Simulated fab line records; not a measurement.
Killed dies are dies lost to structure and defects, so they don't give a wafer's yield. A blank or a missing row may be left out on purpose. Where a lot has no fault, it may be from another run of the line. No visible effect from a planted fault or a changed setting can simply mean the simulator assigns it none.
fab line records | flow rit_cmos | part 2 of 2: steps 31 to 31 of 31
record lots=5 | wafers=23
route steps=202 shown ACTIVE@4 FOX2@25 NWELL@36 PWELL@47 WELLDRIVE@50 NRETRO@55 PRETRO@65 GATE@89 NLDD@111 PLDD@116 M1@202
start_h: hours from the record's first day to the start of the lot's first wafer shown | wait_h: time in hours since the lot's previous step | " unchanged from the row above | L1.1+2: a row that stands for several wafers | - no value, or no start was given | * or withheld: withheld | < > ~ a bound
route shown NAME@n: NAME is a module with steps in the file, n the number in the route of the first one | usual: average and standard deviation across the fault-free wafers | same: alike in all rows | chamber/n: place in a boat | sites: the reading at each site | _std_site: standard deviation across them | _edge_site: inner sites' mean taken away from outer sites' mean | radius_mm: how far each site lies from the wafer's centre | mask NAME#n: copy n | behind: the last tool/chamber to shape the wafer | hold: the reason the lot was held/the length of the hold in hours/how it ended | device: whichever transistor did not switch (one of n, p or np) | end of line: the tests these same wafers got at the end of their route | for a step that has no rows: nothing shown but its recipe | killed: dies that structure and defects cost at the first sort, which is not the same as the wafer's yield | map: shows each die of a wafer: x if killed, . if not, _ if none is there
set.NAME: the setting that was run; set.NAME@STEP: the one run at that earlier step | model.NAME: the simulator's own value behind a step, which no gauge read
lots where settings were altered on purpose, with a table for each step and a row for each wafer
## steps
# step RIT_M1_PROBE_99
# usual killed_at_contacts=0.1/0.38 | killed_at_front_end=6.1/2.8 | killed_dies=6.3/2.8 | killed_open=3.2/2 | killed_short=3.1/1.7
# same gross_dies=264 | killed_at_M0_to_M3=0 | killed_at_M4_up=0 | killed_at_back_side=0 | killed_at_other=0
lot.wafer | tool      | chamber | start_h | wait_h | set.dose_mj@GATE_EXPOSE_13 | killed_at_contacts | killed_at_front_end | killed_dies | killed_open | killed_short | model.etest.nmos_0p15.drive_ua_um | model.etest.nmos_0p15.r_on_ohm_um | model.etest.npoly_line.line_ohm_um | model.etest.pmos_0p15.drive_ua_um | model.etest.pmos_0p15.r_on_ohm_um | model.etest.pmos_turned.r_on_ohm_um
L074.2    | prober-01 | -       | 61.98   | 0.1    | 401.2                      | 0                  | 5                   | 5           | 0           | 5            | 548.8                             | 1038                              | 207.4                              | 301.8                             | 2422                              | 3122
L074.3    | prober-01 | -       | 62.03   | 0.2    | 380                        | 0                  | 5                   | 5           | 3           | 2            | 491.6                             | 1121                              | 186.2                              | 267.7                             | 2707                              | 3362
L074.4    | prober-01 | -       | 62.08   | 0.2    | 380                        | 0                  | 8                   | 8           | 6           | 2            | 438.6                             | 1237                              | 149.9                              | 238.4                             | 3019                              | 3639
L074.5    | prober-01 | -       | 62.13   | 0.2    | 401.2                      | 0                  | 8                   | 8           | 6           | 1            | 549.3                             | 1029                              | 201.4                              | 307.6                             | 2404                              | 3044
L074.6    | prober-01 | -       | 62.18   | 0.2    | 401.2                      | 0                  | 166                 | 166         | 2           | 2            | 639.9                             | 927                               | 252.6                              | 366.6                             | 2080                              | 2715
L078.1    | prober-01 | -       | 80.05   | 0.1    | 360.5                      | 0                  | 157                 | 157         | 3           | 3            | -                                 | -                                 | -                                  | -                                 | -                                 | -
L078.2    | prober-01 | -       | 80.10   | 0.1    | 380                        | 0                  | 3                   | 3           | 2           | 1            | 466.9                             | 1132                              | 157.8                              | 252.4                             | 2811                              | 3531
L078.3    | prober-01 | -       | 80.15   | 0.2    | 380                        | 0                  | 4                   | 4           | 2           | 2            | 462.8                             | 1138                              | 160.6                              | 241.1                             | 2897                              | 3604
L078.4    | prober-01 | -       | 80.20   | 0.2    | 380                        | 0                  | 4                   | 4           | 0           | 4            | 502                               | 1057                              | 181.5                              | 272.8                             | 2615                              | 3319
L078.6    | prober-01 | -       | 80.30   | 0.2    | 360.5                      | 1                  | 8                   | 9           | 3           | 4            | 405.9                             | 1243                              | 132.9                              | 214                               | 3207                              | 3849
L082.1    | prober-01 | -       | 107.54  | 0.1    | 380                        | 0                  | 13                  | 13          | 8           | 5            | 468.8                             | 1154                              | 167.9                              | 245.5                             | 2886                              | 3619
L082.4    | prober-01 | -       | 107.69  | 0.2    | 380                        | 0                  | 2                   | 2           | 2           | 0            | 474.7                             | 1129                              | 171.2                              | 250.6                             | 2826                              | 3524
L082.5    | prober-01 | -       | 107.74  | 0.2    | 380                        | 0                  | 5                   | 5           | 1           | 4            | 476.1                             | 1133                              | 169.8                              | 252.7                             | 2812                              | 3527
L083.1    | prober-02 | -       | 112.27  | 0.1    | 404.2                      | 0                  | 218                 | 218         | 2           | 1            | 631                               | 934.4                             | 251.4                              | 358.3                             | 2078                              | 2783
L083.2    | prober-02 | -       | 112.32  | 0.1    | 380                        | 0                  | 8                   | 8           | 3           | 5            | 460.1                             | 1135                              | 176.5                              | 247.2                             | 2826                              | 3538
L083.3    | prober-02 | -       | 112.37  | 0.2    | 404.2                      | 0                  | 238                 | 238         | 1           | 1            | 637.6                             | 891.1                             | 262                                | 362.7                             | 2065                              | 2741
L083.4    | prober-02 | -       | 112.42  | 0.2    | 380                        | 0                  | 4                   | 4           | 2           | 2            | 522.3                             | 1044                              | 197.8                              | 283.2                             | 2510                              | 3203
L083.5    | prober-02 | -       | 112.47  | 0.2    | 380                        | 0                  | 5                   | 5           | 1           | 4            | 514                               | 1048                              | 191                                | 287.3                             | 2512                              | 3192
L085.1    | prober-02 | -       | 123.26  | 0.1    | 380                        | 1                  | 2                   | 3           | 2           | 1            | 452.7                             | 1129                              | 173.2                              | 249.4                             | 2782                              | 3487
L085.2    | prober-02 | -       | 123.31  | 0.1    | 393.3                      | 1                  | 18                  | 19          | 3           | 5            | 552.1                             | 1018                              | 216.1                              | 311.1                             | 2317                              | 3011
L085.3    | prober-02 | -       | 123.36  | 0.2    | 393.3                      | 0                  | 21                  | 21          | 6           | 3            | 571.5                             | 982.1                             | 215.2                              | 322.4                             | 2279                              | 2935
L085.4    | prober-02 | -       | 123.41  | 0.2    | 393.3                      | 0                  | 17                  | 17          | 3           | 2            | 580.6                             | 976.1                             | 214.6                              | 327.9                             | 2238                              | 2935
L085.6    | prober-02 | -       | 123.51  | 0.2    | 380                        | 0                  | 7                   | 7           | 4           | 3            | 454                               | 1157                              | 165.3                              | 250.6                             | 2790                              | 3507
# killed by level:class
L074.2 GATE:geometric_particle:short=2 REOX:geometric_particle:short=2 FOX1:geometric_particle:short=1
L074.3 FOX1:geometric_particle:open=2 REOX:geometric_particle:short=1 SPACER:geometric_particle:short=1 SILICIDE:geometric_particle:open=1
L074.4 FOX1:geometric_particle:open=2 GATE:geometric_particle:open=2 SILICIDE:geometric_particle:open=2 GATE:geometric_particle:short=1 REOX:geometric_particle:short=1
L074.5 SPACER:geometric_particle:open=3 GATE:geometric_particle:open=2 GATE:geometric_particle:short=1 REOX:geometric_particle:open=1 GATE:area_expose=1
L074.6 GATE:area_expose=162 FOX1:geometric_particle:open=1 GATE:geometric_particle:open=1 GATE:geometric_particle:short=1 SILICIDE:geometric_particle:short=1
L078.1 GATE:area_expose=151 GATE:geometric_particle:short=2 GATE:geometric_particle:open=2 FOX1:geometric_particle:open=1 FOX2:geometric_particle:short=1
L078.2 GATE:geometric_particle:short=1 REOX:geometric_particle:open=1 SILICIDE:geometric_particle:open=1
L078.3 GATE:geometric_particle:open=2 FOX1:geometric_particle:short=1 SPACER:geometric_particle:short=1
L078.4 FOX1:geometric_particle:short=1 FOX2:geometric_particle:short=1 GATE:geometric_particle:short=1 SPACER:geometric_particle:short=1
L078.6 GATE:area_expose=2 FOX2:geometric_particle:short=1 FOX2:geometric_particle:open=1 GATE:geometric_particle:open=1 SPACER:geometric_particle:open=1 SPACER:geometric_particle:short=1 SILICIDE:geometric_particle:short=1 CONTACT:geometric_particle:short=1
L082.1 GATE:geometric_particle:open=3 SILICIDE:geometric_particle:open=3 FOX1:geometric_particle:short=2 GATE:geometric_particle:short=2 ACTIVE:geometric_particle:open=1 FOX1:geometric_particle:open=1 SILICIDE:geometric_particle:short=1
L082.4 GATE:geometric_particle:open=2
L082.5 FOX1:geometric_particle:short=2 GATE:geometric_particle:open=1 GATE:geometric_particle:short=1 REOX:geometric_particle:short=1
L083.1 GATE:area_expose=215 SPACER:geometric_particle:open=2 GATE:geometric_particle:short=1
L083.2 REOX:geometric_particle:open=2 SPACER:geometric_particle:short=2 FOX1:geometric_particle:open=1 FOX1:geometric_particle:short=1 GATE:geometric_particle:short=1 REOX:geometric_particle:short=1
L083.3 GATE:area_expose=236 GATE:geometric_particle:open=1 GATE:geometric_particle:short=1
L083.4 FOX1:geometric_particle:short=1 FOX2:geometric_particle:open=1 GATE:geometric_particle:short=1 GATE:geometric_particle:open=1
L083.5 GATE:geometric_particle:short=3 GATE:geometric_particle:open=1 SPACER:geometric_particle:short=1
L085.1 GATE:geometric_particle:short=1 GATE:geometric_particle:open=1 CONTACT:geometric_particle:open=1
L085.2 GATE:area_expose=11 GATE:geometric_particle:short=3 FOX2:geometric_particle:open=1 GATE:geometric_particle:open=1 REOX:geometric_particle:short=1 SPACER:geometric_particle:short=1 CONTACT:geometric_particle:open=1
L085.3 GATE:area_expose=12 GATE:geometric_particle:open=6 GATE:geometric_particle:short=2 FOX1:geometric_particle:short=1
L085.4 GATE:area_expose=12 GATE:geometric_particle:open=2 FOX2:geometric_particle:short=1 GATE:geometric_particle:short=1 REOX:geometric_particle:open=1
L085.6 GATE:geometric_particle:open=2 GATE:geometric_particle:short=2 REOX:geometric_particle:short=1 SPACER:geometric_particle:open=1 SILICIDE:geometric_particle:open=1
## key
split step=RIT_ACTIVE_CVD_03 | setting=sih2cl2_flow_sccm | stated=60 | by=lot
response step=RIT_ACTIVE_CVD_03 | reading=model.Si3N4_of_ACTIVE_CVD_03.thk_nm | change=+0.441 | per=1% | r=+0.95
response step=RIT_ACTIVE_THK_MEAS_04 | reading=ACTIVE_NITRIDE_THK | change=+0.442 | per=1% | r=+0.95
split step=RIT_ACTIVE_DEVELOP_10 | setting=develop_time_s | stated=50 | by=wafer
response step=RIT_ACTIVE_CD_MEAS_11 | reading=cd_nm | change=-0.919 | per=1% | r=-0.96
response step=RIT_ACTIVE_CD_MEAS_90 | reading=cd_nm | change=-0.918 | per=1% | r=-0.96
split step=RIT_ACTIVE_ETCH_13 | setting=time_s | stated=210 | by=wafer
response step=RIT_ACTIVE_ETCH_13 | reading=model.NOVOLAK_of_ACTIVE_COAT_06.thk_nm | change=-2.89 | per=1% | r=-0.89
response step=RIT_ACTIVE_ETCH_13 | reading=model.SiO2_of_ACTIVE_OXIDATION_01.thk_nm | change=-0.702 | per=1% | r=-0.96
response step=RIT_ACTIVE_ETCH_13 | reading=model.ACTIVE.feature_depth_nm | change=+0.695 | per=1% | r=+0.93
response step=RIT_FOX2_WET_ETCH_03 | reading=model.SiO2_of_ACTIVE_OXIDATION_01.thk_nm | change=-0.627 | per=1% | r=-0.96
split step=RIT_FOX2_CLEAN_02 | setting=time_s | stated=180 | by=lot
response none clear
split step=RIT_NWELL_IMPLANT_08 | setting=energy_kev | stated=170 | by=wafer
response step=RIT_NWELL_IMPLANT_08 | reading=model.implant.rp_nm | change=+2.17 | per=1% | r=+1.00
response step=RIT_NWELL_IMPLANT_08 | reading=model.implant.drp_nm | change=+0.514 | per=1% | r=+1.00
split step=RIT_PWELL_IMPLANT_08 | setting=dose_cm2 | stated=7e+13 | by=wafer
response step=RIT_WELLDRIVE_RS_MEAS_02 | reading=PWELL_RS | change=-2.74 | per=1% | r=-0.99
split step=RIT_NRETRO_SOFTBAKE_02 | setting=temp_c | stated=90 | by=wafer
response step=RIT_NRETRO_DEVELOP_05 | reading=model.NOVOLAK_of_NRETRO_COAT_01.thk_nm | change=-3.18 | per=1% | r=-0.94
split step=RIT_NRETRO_IMPLANT_08 | setting=energy_kev | stated=70 | by=wafer
response step=RIT_NRETRO_IMPLANT_08 | reading=model.implant.rp_nm | change=+0.885 | per=1% | r=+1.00
response step=RIT_NRETRO_IMPLANT_08 | reading=model.implant.drp_nm | change=+0.287 | per=1% | r=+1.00
split step=RIT_PRETRO_COAT_01 | setting=resist_thk_nm | stated=1300 | by=wafer
response step=RIT_PRETRO_COAT_01 | reading=model.NOVOLAK_of_PRETRO_COAT_01.thk_nm | change=+13.1 | per=1% | r=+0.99
response step=RIT_PRETRO_HARDBAKE_07 | reading=model.NOVOLAK_of_PRETRO_COAT_01.thk_nm | change=+11.3 | per=1% | r=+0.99
split step=RIT_GATE_EXPOSE_13 | setting=dose_mj | stated=380 | by=wafer
response step=RIT_M1_PROBE_99 | reading=model.etest.pmos_turned.r_on_ohm_um | change=-95.2 | per=1% | r=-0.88
response step=RIT_M1_PROBE_99 | reading=model.etest.pmos_0p15.r_on_ohm_um | change=-97.3 | per=1% | r=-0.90
response step=RIT_M1_PROBE_99 | reading=model.etest.nmos_0p15.r_on_ohm_um | change=-29.9 | per=1% | r=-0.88
response step=RIT_M1_PROBE_99 | reading=model.etest.nmos_0p15.drive_ua_um | change=+21.2 | per=1% | r=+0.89
response step=RIT_M1_PROBE_99 | reading=model.etest.pmos_0p15.drive_ua_um | change=+13.4 | per=1% | r=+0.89
response step=RIT_M1_PROBE_99 | reading=model.etest.npoly_line.line_ohm_um | change=+9.93 | per=1% | r=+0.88
split step=RIT_NLDD_IMPLANT_08 | setting=energy_kev | stated=20 | by=wafer
response step=RIT_NLDD_IMPLANT_08 | reading=model.implant.rp_nm | change=+0.187 | per=1% | r=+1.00
response step=RIT_NLDD_IMPLANT_08 | reading=model.implant.drp_nm | change=+0.0785 | per=1% | r=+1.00
split step=RIT_PLDD_SOFTBAKE_02 | setting=temp_c | stated=90 | by=wafer
response step=RIT_PLDD_DEVELOP_05 | reading=model.NOVOLAK_of_PLDD_COAT_01.thk_nm | change=-2.14 | per=1% | r=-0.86
